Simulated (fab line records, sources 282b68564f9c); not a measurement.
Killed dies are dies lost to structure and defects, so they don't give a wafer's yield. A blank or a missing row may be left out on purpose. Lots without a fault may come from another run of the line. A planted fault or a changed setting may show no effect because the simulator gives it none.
fab line records | flow rit_cmos
record lots=6 wafers=18 last_day=7
route steps=202 shown PLDD@159 NLDD@160 SILICIDE@161 CONTACT@168 M1@202
lots that met no fault: from a run of the same line without faults
start_h: hours from the record's first day to the start of the lot's first wafer shown | wait_h: hours since the lot's step before | " the same as in the row above | L1.1+2: a row that stands for several wafers | - no value, or no start given | * or withheld: withheld | < > ~ a bound
route shown NAME@n: a module of which the file shows steps, and the number in the route of the first | usual: mean/standard deviation of fault-free wafers | same: alike in all rows | chamber/n: place in a boat | sites: the reading at each site | _std_site: their standard deviation | _edge_site: outer sites' mean less inner sites' | radius_mm: how far each site lies from the wafer's centre | mask NAME#n: copy n | behind: the tool/chamber that last shaped the wafer | hold: why the lot was held/for how many hours/how that ended | device: the transistor (n, p or np) that didn't switch | end of line: the same wafers' tests at the end of the route | a step without rows: its recipe alone | killed: dies lost to structure and defects at the first sort, not the wafer's yield | map: a wafer's dies, x killed, . not, _ none there
set.NAME: the setting as run; set.NAME@STEP: as run at that earlier step | model.NAME: the simulator's own value behind a step, which no gauge read
lots at some steps of the route; a table a step, a row a wafer
services: from which hour (start_h, from the record's first day; less than 0 if before it) a tool's chamber was out of use, for how many hours, and why
## steps
# step RIT_SDANNEAL_RS_MEAS_06
# recipe thk_meas_gauge=four-point-probe
# usual PLDD_RS=180.5/0.51
# columns lot.wafer tool chamber start_h wait_h PLDD_RS[ohm/sq]
L691.1 film_metro-02 - 54.87 0.1 181.1
L691.2 " - " " 180.7
L691.5 " - " " 180.5
L695.3 film_metro-04 - 75.49 0.1 181.5
L695.4 " - " " 180.8
L695.5 " - " " 181.7
L702.1 film_metro-01 - 112.53 0.1 180.8
L702.2 " - " " 180.3
L702.6 " - " " 180.8
L708.1 film_metro-01 - 140.77 0.1 180.8
L708.2 " - " " 180.7
L708.4 " - " " 180.4
L711.2 film_metro-04 - 155.36 0.1 181.1
L711.3 " - " " 181.5
L711.5 " - " " 181.2
L713.1 film_metro-01 - 164.18 0.1 180.6
L713.3 " - " " 181.1
L713.6 " - " " 180.9
# step RIT_SDANNEAL_RS_MEAS_07
# recipe thk_meas_gauge=four-point-probe
# usual NLDD_RS=152.7/0.54
# columns lot.wafer tool chamber start_h wait_h NLDD_RS[ohm/sq]
L691.1 film_metro-02 - 54.99 0.1 152.3
L691.2 " - " " 152.7
L691.5 " - " " 152.6
L695.3 film_metro-04 - 75.61 0.1 152.5
L695.4 " - " " 152.1
L695.5 " - " " 152.2
L702.1 film_metro-01 - 112.65 0.1 152.8
L702.2 " - " " 153.1
L702.6 " - " " 152.5
L708.1 film_metro-01 - 140.89 0.1 153.0
L708.2 " - " " 152.9
L708.4 " - " " 153.0
L711.2 film_metro-04 - 155.48 0.1 151.9
L711.3 " - " " 151.7
L711.5 " - " " 152.8
L713.1 film_metro-01 - 164.30 0.1 153.7
L713.3 " - " " 153.6
L713.6 " - " " 152.8
# step RIT_SILICIDE_WET_ETCH_00
# recipe chemistry=BOE target=SiO2 target_depth_nm=14 time_s=15 dry=n2_spin dilution=10:1 temp_c=21.5
# step RIT_SILICIDE_SPUTTER_01
# recipe material=Ti target_thk_nm=30 power_w=350 chamber_pressure_pa=0.667 gas=Ar time_s=240 substrate_temp_c=25
# usual cathode_dc_power_W=350.00/0.074 throttle_valve_pct=29.8/0.93
# columns lot.wafer tool chamber start_h wait_h cathode_dc_power_W throttle_valve_pct
L691.1 pvd_sputter-02 - 55.12 0.0 350.12 30.0
L691.2 " - " " 350.03 29.1
L691.5 " - " " 349.83 30.5
L695.3 pvd_sputter-01 - 75.70 0.0 350.11 30.7
L695.4 " - " " 350.06 29.2
L695.5 " - " " 350.08 30.7
L702.1 pvd_sputter-02 - 112.79 0.0 350.01 30.4
L702.2 " - " " 350.02 29.9
L702.6 " - " " 350.12 29.8
L708.1 pvd_sputter-01 - 141.02 0.0 350.10 29.4
L708.2 " - " " 350.15 30.7
L708.4 " - " " 349.87 30.3
L711.2 pvd_sputter-02 - 155.60 0.0 349.97 28.1
L711.3 " - " " 349.95 29.1
L711.5 " - " " 349.93 28.1
L713.1 pvd_sputter-02 - 164.44 0.0 349.88 29.8
L713.3 " - " " 349.99 30.6
L713.6 " - " " 350.03 28.0
# step RIT_SILICIDE_RS_MEAS_02
# recipe thk_meas_gauge=four-point-probe reads=Ti_of_SILICIDE_SPUTTER_01
# usual SILICIDE_TI_RS=47.5/0.74
# columns lot.wafer tool chamber start_h wait_h SILICIDE_TI_RS[ohm/sq]
L691.1 film_metro-03 - 55.27 0.1 47.9
L691.2 " - " " 47.1
L691.5 " - " " 47.8
L695.3 film_metro-01 - 75.89 0.1 48.2
L695.4 " - " " 48.4
L695.5 " - " " 48.1
L702.1 film_metro-02 - 112.94 0.1 47.2
L702.2 " - " " 47.8
L702.6 " - " " 47.3
L708.1 film_metro-02 - 141.17 0.1 48.5
L708.2 " - " " 47.4
L708.4 " - " " 47.4
L711.2 film_metro-01 - 155.77 0.1 46.3
L711.3 " - " " 47.5
L711.5 " - " " 46.8
L713.1 film_metro-03 - 164.59 0.1 47.1
L713.3 " - " " 47.6
L713.6 " - " " 46.9
# step RIT_SILICIDE_THK_MEAS_03
# recipe thk_meas_gauge=xrf reads=Ti_of_SILICIDE_SPUTTER_01
# usual SILICIDE_TI_THK=30.3/0.41
# columns lot.wafer tool chamber start_h wait_h SILICIDE_TI_THK[nm]
L691.1 film_metro-03 - 55.39 0.1 30.2
L691.2 " - " " 30.4
L691.5 " - " " 30.2
L695.3 film_metro-01 - 75.99 0.1 29.6
L695.4 " - " " 29.6
L695.5 " - " " 29.7
L702.1 film_metro-02 - 113.06 0.1 30.4
L702.2 " - " " 30.0
L702.6 " - " " 30.2
L708.1 film_metro-02 - 141.29 0.1 29.7
L708.2 " - " " 30.3
L708.4 " - " " 30.3
L711.2 film_metro-01 - 155.88 0.1 30.8
L711.3 " - " " 30.3
L711.5 " - " " 30.7
L713.1 film_metro-03 - 164.71 0.1 30.6
L713.3 " - " " 30.4
L713.6 " - " " 30.5
# step RIT_SILICIDE_RTA_04
# recipe temp_c=650 time_s=10 idle_temp_c=25 ramp_up_s=5 ramp_down_s=5 cool_to_c=25 ambient=N2
# usual wafer_temp_C_max=653.0/0.61
# columns lot.wafer tool chamber start_h wait_h wafer_temp_C_max
L691.1 rtp_anneal-01 0 55.45 0.1 653.7
L691.2 " 0 " " 652.9
L691.5 " 0 " " 653.3
L695.3 rtp_anneal-02 0 76.05 0.1 654.1
L695.4 " 0 " " 652.3
L695.5 " 0 " " 652.8
L702.1 rtp_anneal-02 0 113.12 0.1 652.5
L702.2 " 0 " " 652.4
L702.6 " 0 " " 652.5
L708.1 rtp_anneal-02 0 141.35 0.1 654.0
L708.2 " 0 " " 654.0
L708.4 " 0 " " 653.7
L711.2 rtp_anneal-01 0 155.94 0.1 653.4
L711.3 " 0 " " 653.1
L711.5 " 0 " " 653.7
L713.1 rtp_anneal-01 0 164.77 0.1 653.1
L713.3 " 0 " " 652.5
L713.6 " 0 " " 653.3
# step RIT_SILICIDE_WET_ETCH_05
# recipe chemistry=SPM target=Ti temp_c=90 time_s=120 dry=n2_spin
# step RIT_SILICIDE_RTA_06
# recipe temp_c=750 time_s=10 idle_temp_c=25 ramp_up_s=5 ramp_down_s=10 cool_to_c=25 ambient=N2
# usual wafer_temp_C_max=753.5/0.64
# columns lot.wafer tool chamber start_h wait_h wafer_temp_C_max
L691.1 rtp_anneal-02 0 55.56 0.0 752.8
L691.2 " 0 " " 753.1
L691.5 " 0 " " 753.5
L695.3 rtp_anneal-02 0 76.16 0.0 753.4
L695.4 " 0 " " 753.9
L695.5 " 0 " " 753.1
L702.1 rtp_anneal-01 0 113.23 0.0 753.2
L702.2 " 0 " " 752.9
L702.6 " 0 " " 753.1
L708.1 rtp_anneal-01 0 141.46 0.0 752.7
L708.2 " 0 " " 753.4
L708.4 " 0 " " 753.9
L711.2 rtp_anneal-02 0 156.05 0.0 752.6
L711.3 " 0 " " 753.9
L711.5 " 0 " " 753.7
L713.1 rtp_anneal-02 0 164.87 0.0 753.6
L713.3 " 0 " " 754.2
L713.6 " 0 " " 754.2
# step RIT_CONTACT_CVD_00
# recipe material=SiO2 target_thk_nm=400 precursor=TEOS temp_c=390 time_s=63.28 rf_w=400
# usual heater_power_w=319/50
# columns lot.wafer tool chamber start_h wait_h heater_power_w
L691.1 pecvd-01 1 55.63 0.1 326
L691.2 " 0 " " 288
L691.5 " 1 " " 327
L695.3 pecvd-04 1 76.21 0.0 307
L695.4 " 2 " " 390
L695.5 " 1 " " 223
L702.1 pecvd-02 0 113.29 0.1 246
L702.2 " 1 " " 316
L702.6 " 0 " " 280
L708.1 pecvd-02 2 141.52 0.1 330
L708.2 " 0 " " 316
L708.4 " 0 " " 321
L711.2 pecvd-02 1 156.11 0.0 324
L711.3 " 0 " " 280
L711.5 " 2 " " 347
L713.1 pecvd-04 0 164.94 0.1 348
L713.3 " 1 " " 313
L713.6 " 2 " " 323
# step RIT_CONTACT_THK_MEAS_01
# recipe reads=SiO2_of_CONTACT_CVD_00
# usual CONTACT_TEOS_THK=416/5.5
# columns lot.wafer tool chamber start_h wait_h CONTACT_TEOS_THK[nm]
L691.1 film_metro-04 - 55.68 0.0 413
L691.2 " - " " 414
L691.5 " - " " 414
L695.3 film_metro-03 - 76.28 0.0 410
L695.4 " - " " 410
L695.5 " - " " 421
L702.1 film_metro-03 - 113.37 0.1 415
L702.2 " - " " 410
L702.6 " - " " 419
L708.1 film_metro-04 - 141.57 0.0 422
L708.2 " - " " 415
L708.4 " - " " 428
L711.2 film_metro-03 - 156.17 0.0 408
L711.3 " - " " 412
L711.5 " - " " 425
L713.1 film_metro-04 - 164.99 0.0 410
L713.3 " - " " 415
L713.6 " - " " 416
# step RIT_CONTACT_HMDS_02
# recipe prime_time_s=60 prime_temp_c=140
# step RIT_CONTACT_COAT_03
# recipe resist=NOVOLAK spin_rpm=3250 resist_thk_nm=1000
# usual spin_speed_rpm=3249.8/2.2
# columns lot.wafer tool chamber start_h wait_h spin_speed_rpm model.NOVOLAK_of_CONTACT_COAT_03.thk_nm
L691.1 litho_track-01 0 55.98 0.1 3252.0 996.8
L691.2 " 0 " " 3249.3 998.6
L691.5 " 0 " " 3251.7 998.8
L695.3 litho_track-04 0 76.52 0.1 3148.7 1015
L695.4 " 0 " " 3147.1 1014
L695.5 " 0 " " 3150.0 1015
L702.1 litho_track-04 0 113.58 0.1 3149.3 1019
L702.2 " 0 " " 3152.2 1014
L702.6 " 0 " " 3156.0 1013
L708.1 litho_track-03 0 141.78 0.1 3251.4 1002
L708.2 " 0 " " 3251.4 1001
L708.4 " 0 " " 3252.0 997.8
L711.2 litho_track-01 0 156.39 0.1 3245.3 1002
L711.3 " 0 " " 3246.1 999.1
L711.5 " 0 " " 3247.2 1000
L713.1 litho_track-04 0 165.20 0.1 3250.3 998.9
L713.3 " 0 " " 3253.7 998.5
L713.6 " 0 " " 3253.7 1001
# step RIT_CONTACT_SOFTBAKE_04
# recipe resist=NOVOLAK temp_c=90 time_s=60
# step RIT_CONTACT_EXPOSE_05
# recipe mask_id=M11 na=0.6 source_shape=conventional sigma_outer=0.5 target_cd_nm=1000 dose_mj=248.4
# step RIT_CONTACT_PEB_06
# recipe resist=NOVOLAK temp_c=withheld time_s=withheld
# step RIT_CONTACT_DEVELOP_07
# recipe resist=NOVOLAK develop_time_s=120 dev_temp_c=23
# step RIT_CONTACT_CD_MEAS_08
# recipe target_cd_nm=1000
# usual cd_nm=1000.4/1.9
# columns lot.wafer tool chamber start_h wait_h cd_nm
L691.1 cd_sem-02 - 56.79 - 1001.5
L691.2 " - " " 1000.6
L691.5 " - " " 1002.9
L695.3 cd_sem-01 - 77.34 - 1000.9
L695.4 " - " " 1002.0
L695.5 " - " " 1002.7
L702.1 cd_sem-02 - 114.40 - 996.2
L702.2 " - " " 996.6
L702.6 " - " " 998.5
L708.1 cd_sem-01 - 142.73 - 998.4
L708.2 " - " " 998.3
L708.4 " - " " 997.6
L711.2 cd_sem-02 - 157.20 - 999.8
L711.3 " - " " 999.7
L711.5 " - " " 1000.4
L713.1 cd_sem-02 - 166.14 - 999.7
L713.3 " - " " 1000.6
L713.6 " - " " 1000.3
# step RIT_CONTACT_OVL_MEAS_09
# usual CONTACT_OVL=0.5/1.4
# columns lot.wafer tool chamber start_h wait_h CONTACT_OVL[nm]
L691.1 overlay-02 - 56.91 0.1 1.0
L691.2 " - " " 2.4
L691.5 " - " " 2.3
L695.3 overlay-02 - 77.43 0.1 -0.9
L695.4 " - " " 0.5
L695.5 " - " " -0.5
L702.1 overlay-01 - 114.52 0.1 2.8
L702.2 " - " " 0.7
L702.6 " - " " 2.4
L708.1 overlay-01 - 142.85 0.1 0.0
L708.2 " - " " 1.4
L708.4 " - " " 0.6
L711.2 overlay-02 - 157.31 0.1 -0.3
L711.3 " - " " 0.8
L711.5 " - " " 0.0
L713.1 overlay-02 - 166.26 0.1 -1.5
L713.3 " - " " 0.0
L713.6 " - " " -1.9
# step RIT_CONTACT_HARDBAKE_10
# recipe resist=NOVOLAK temp_c=140 time_s=60
# step RIT_CONTACT_ETCH_11
# recipe target_depth_a=4800 over_etch_frac=0.2 stop_on=TiSi2 chemistry=CHF3/CF4/Ar target=SiO2 CHF3_flow_sccm=50 cf4_flow_sccm=10 Ar_flow_sccm=100 O2_flow_sccm=5 pressure_mtorr=100 rf_w=200 time_s=320
# usual drypump_motor_current_A=6.0/0.46 oes_product_au=0.990/0.017 throttle_valve_pct=8.93/0.08
# columns lot.wafer tool chamber start_h wait_h drypump_motor_current_A oes_product_au rf_hours_counter_h throttle_valve_pct model.NOVOLAK_of_CONTACT_COAT_03.thk_nm
L691.1 rie_diel-03 1 57.10 0.1 5.9 0.973 93 8.86 763.9
L691.2 " 0 " " 5.8 1.009 30 8.89 763
L691.5 " 3 " " 6.7 0.993 - 9.10 765.7
L695.3 rie_diel-01 0 77.60 0.1 5.6 0.992 46 8.94 781.7
L695.4 " 2 " " 5.7 1.005 95 8.95 781.3
L695.5 " 2 " " 5.7 0.998 - 8.95 781
L702.1 rie_diel-03 2 114.70 0.1 6.1 0.983 8 8.88 789.7
L702.2 " 3 " " 6.7 0.996 10 9.09 782.4
L702.6 " 0 " " 5.9 1.003 - 8.90 777.8
L708.1 rie_diel-03 3 143.03 0.1 6.7 0.994 11 9.10 769.3
L708.2 " 2 " " 6.1 0.978 9 8.87 773.5
L708.4 " 1 " " 5.9 0.972 95 8.86 766.7
L711.2 rie_diel-02 2 157.49 0.1 6.2 1.001 101 9.00 767.9
L711.3 " 3 " " 5.3 0.960 29 8.92 768.8
L711.5 " 1 " " 6.8 0.969 - 8.90 766.5
L713.1 rie_diel-01 2 166.45 0.1 5.7 1.001 97 8.93 768.9
L713.3 " 1 " " 6.4 0.994 5 8.80 766
L713.6 " 1 " " 6.4 0.998 - 8.80 766.9
# step RIT_CONTACT_STRIP_12
# recipe chemistry=O2 time_s=180 resist=NOVOLAK platen_temp_c=withheld power_w=500 pressure_mtorr=4000 o2_flow_sccm=4000
# usual drypump_motor_current_A=5.5/0.5
# columns lot.wafer tool chamber start_h wait_h drypump_motor_current_A rf_hours_counter_h
L691.1 plasma_asher-01 1 57.29 0.1 5.2 43
L691.2 " 0 " " 6.3 43
L691.5 " 0 " " 6.3 -
L695.3 plasma_asher-01 0 77.85 0.2 6.3 -
L695.4 " 1 " " 5.2 -
L695.5 " 0 " " 6.3 -
L702.1 plasma_asher-01 0 114.90 0.1 6.3 48
L702.2 " 1 " " 5.2 48
L702.6 " 0 " " 6.3 -
L708.1 plasma_asher-03 0 143.23 0.1 5.5 3
L708.2 " 1 " " 6.0 3
L708.4 " 1 " " 6.0 -
L711.2 plasma_asher-03 0 157.68 0.1 5.5 4
L711.3 " 1 " " 6.0 -
L711.5 " 1 " " 6.0 -
L713.1 plasma_asher-03 1 166.64 0.1 6.0 5
L713.3 " 0 " " 5.5 -
L713.6 " 1 " " 5.9 -
# step RIT_M1_PROBE_99
# usual killed_at_M0_to_M3=0.0/0.12 killed_at_contacts=0.1/0.35 killed_at_front_end=6.6/2.7 killed_dies=6.7/2.8 killed_open=3.4/2.1 killed_short=3.3/1.8
# same gross_dies=264 killed_at_M4_up=0 killed_at_back_side=0 killed_at_other=0
# columns lot.wafer tool chamber start_h wait_h killed_at_M0_to_M3 killed_at_contacts killed_at_front_end killed_dies killed_open killed_short
L695.3 prober-01 - 82.68 0.2 0 0 11 11 5 6
L695.4 prober-01 - 82.73 0.2 0 0 7 7 2 5
L695.5 prober-01 - 82.78 0.2 0 0 4 4 3 1
L702.1 prober-02 - 120.05 0.1 0 0 9 9 4 5
L702.2 prober-02 - 120.10 0.1 0 0 4 4 3 1
L702.6 prober-02 - 120.30 0.2 1 0 10 11 2 9
L708.1 prober-02 - 148.01 0.1 0 0 4 4 1 3
L708.2 prober-02 - 148.06 0.1 0 0 6 6 3 3
L708.4 prober-02 - 148.16 0.2 0 0 3 3 2 1
L711.2 prober-01 - 163.72 0.1 0 0 4 4 3 1
L711.3 prober-01 - 163.77 0.2 0 0 5 5 2 3
L711.5 prober-01 - 163.87 0.2 0 0 3 3 0 3
# killed by level:class
L695.3 FOX1:geometric_particle:short=4 FOX1:geometric_particle:open=2 FOX2:geometric_particle:short=1 GATE:geometric_particle:open=1 REOX:geometric_particle:open=1 SPACER:geometric_particle:short=1 SILICIDE:geometric_particle:open=1
L695.4 FOX1:geometric_particle:short=3 GATE:geometric_particle:short=2 FOX1:geometric_particle:open=1 GATE:geometric_particle:open=1
L695.5 GATE:geometric_particle:open=2 FOX1:geometric_particle:open=1 GATE:geometric_particle:short=1
L702.1 GATE:geometric_particle:short=3 GATE:geometric_particle:open=2 FOX1:geometric_particle:open=1 FOX1:geometric_particle:short=1 FOX2:geometric_particle:open=1 SILICIDE:geometric_particle:short=1
L702.2 SPACER:geometric_particle:open=2 GATE:geometric_particle:open=1 SILICIDE:geometric_particle:short=1
L702.6 GATE:geometric_particle:short=4 SILICIDE:geometric_particle:short=2 ACTIVE:geometric_particle:short=1 GATE:geometric_particle:open=1 SPACER:geometric_particle:open=1 SPACER:geometric_particle:short=1 M1:geometric_particle:short=1
L708.1 SPACER:geometric_particle:short=1 SILICIDE:geometric_particle:short=1 SILICIDE:geometric_particle:open=1 STARTING-WAFER:geometric_particle:short=1
L708.2 FOX1:geometric_particle:open=1 GATE:geometric_particle:short=1 GATE:geometric_particle:open=1 SPACER:geometric_particle:short=1 SPACER:geometric_particle:open=1 SILICIDE:geometric_particle:short=1
L708.4 GATE:geometric_particle:open=2 GATE:geometric_particle:short=1
L711.2 GATE:geometric_particle:open=2 GATE:geometric_particle:short=1 REOX:geometric_particle:open=1
L711.3 FOX2:geometric_particle:short=1 GATE:geometric_particle:short=1 GATE:geometric_particle:open=1 REOX:geometric_particle:short=1 SPACER:geometric_particle:open=1
L711.5 GATE:geometric_particle:short=2 SILICIDE:geometric_particle:short=1
## services
# columns tool chamber start_h hours kind
rie_diel-01 3 38.81 5.4 repair
rie_diel-03 2 44.80 6.3 repair
rie_diel-02 1 57.73 4.4 repair
pvd_sputter-02 - 58.01 7.9 repair
pecvd-01 - 59.08 1.0 repair
pecvd-02 - 73.81 1.2 repair
rtp_anneal-01 - 75.36 3.7 pm
pvd_sputter-02 - 79.80 1.2 repair
rie_diel-03 2 85.79 8.8 repair
rie_diel-01 3 88.32 21.9 repair
pvd_sputter-01 - 93.62 1.8 repair
plasma_asher-01 - 102.22 7.6 repair
pecvd-02 2 108.58 6.1 repair
plasma_asher-03 - 108.75 9.0 pm
pecvd-04 1 113.40 3.5 repair
pvd_sputter-01 - 116.20 13.3 repair
pecvd-04 - 117.24 0.8 repair
rie_diel-02 1 120.70 6.3 repair
pecvd-01 2 130.55 7.8 repair
pvd_sputter-01 - 135.10 1.4 repair
plasma_asher-03 - 150.44 2.8 pm
pecvd-04 1 159.49 4.0 repair
rie_diel-01 0 161.38 9.9 repair
rie_diel-02 - 162.19 2.8 pm
## key
first_sign step=RIT_CONTACT_COAT_03 reading=spin_speed_rpm direction=down sigmas=46 usual=3249.8 struck=3150.6
effect none on later readings
model_effect step=RIT_CONTACT_COAT_03 value=NOVOLAK_of_CONTACT_COAT_03.thk_nm without=999.3 struck=1015
model_effect step=RIT_CONTACT_ETCH_11 value=NOVOLAK_of_CONTACT_COAT_03.thk_nm without=768.5 struck=782.3
met_at RIT_CONTACT_COAT_03
struck_wafers L695.3,L695.4,L695.5,L702.1,L702.2,L702.6
tester_left_out L695,L702
fault kind=process_parameter_drift tool=litho_track-04 chamber=- onset_h=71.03 steps=RIT_CONTACT_COAT_03 channel=spin_rpm offset=-100.17 shape=step end_h=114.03 acts_in=these_recipes_only stated=3250
# tester_left_out: of these lots the tester's yield and bins aren't shown, on N5 and GAA mostly nor the transistor test; their killed dies are dies lost to structure and defects alone, not to doping, threshold or leakage, so they don't give the yield
